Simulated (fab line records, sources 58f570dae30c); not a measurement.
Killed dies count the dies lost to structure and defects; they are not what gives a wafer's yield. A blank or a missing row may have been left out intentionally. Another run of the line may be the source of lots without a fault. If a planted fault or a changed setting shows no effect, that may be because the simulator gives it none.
2 desks looking at one fault ; flow berkeley-cmos170 ; each desk holds nothing but its own numbers, with what lay behind them at the end

== THE TOOL OWNER'S DESK: krf-scanner-02 ==
The tool's own readings at UCB170_NLDD_EXPOSE_03 (exposes mask NSELECT, target cd 1200 nm): means of the sampled wafers that have a number, for each lot that ran on this tool. Any lot whose mean is over 4 standard deviations away from the usual mean is out of limits and marked OUT; that distance is given in the brackets.
Columns: A = exposure-dose-mJ-cm2 at UCB170_NLDD_EXPOSE_03, usual 29.988
lot;first seen here;A
L659;day 5 13:44;30.028
L662;day 6 22:52;30.014
L663;day 7 12:26;29.972
L668;day 8 06:12;30.005
L669;day 8 13:48;30.022
L671;day 8 14:08;29.984
L674;day 9 06:37;29.868 (-4.4) OUT
Finding of this desk: L674 out of limits; the first was L674 at day 9 06:37, on exposure-dose-mJ-cm2 at UCB170_NLDD_EXPOSE_03. L659, L662, L663, L668, L669, L671 stayed within limits.

== METROLOGY DESK ==
Means of the sampled wafers that have a number, per lot and without regard to the tool the lot ran on: this is what the gauges read. Any lot whose mean is over 4 standard deviations away from the usual mean is out of limits and marked OUT; that distance is given in the brackets.
Columns: A = PWELL_NITRIDE_THK at UCB170_PWELL_THK_MEAS_06, usual 220.0 nm; B = M3_OVL at UCB170_M3_OVL_MEAS_16, usual 0 nm
lot;first seen here;A;B
L659;day 2 17:42;220.9;-3
L661;day 3 07:55;221.8;2
L662;day 3 07:56;222.5;5
L664;day 3 20:55;219.6;3
L665;day 4 06:35;219.7;5
L663;day 4 06:36;221.3;1
L668;day 4 22:44;219.1;2
L669;day 5 04:44;222.0;-0
L671;day 5 06:22;219.5;4
L672;day 5 15:04;220.5;5
L674;day 5 20:45;218.0;-2
L675;day 6 08:10;219.9;4
L679;day 7 08:33;220.1;-2
This desk found nothing out of limits on any of the 13 lots.

== TAKEN TOGETHER ==
The tool owner's desk had the chance to raise an alarm at day 9 06:37 on L674.
From the metrology desk's view, nothing was out of limits.
The metrology desk has L674 on record, within its limits.
Every lot named ran UCB170_NLDD_EXPOSE_03 on krf-scanner-02.

== WHAT WAS PUT IN BY THE SIMULATOR ==
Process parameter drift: krf-scanner-02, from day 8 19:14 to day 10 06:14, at UCB170_NLDD_EXPOSE_03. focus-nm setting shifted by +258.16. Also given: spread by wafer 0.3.
Shown lots that were struck: L674.
Each desk's first reading out of limits, in hours after the fault started: the tool owner's desk, 11.
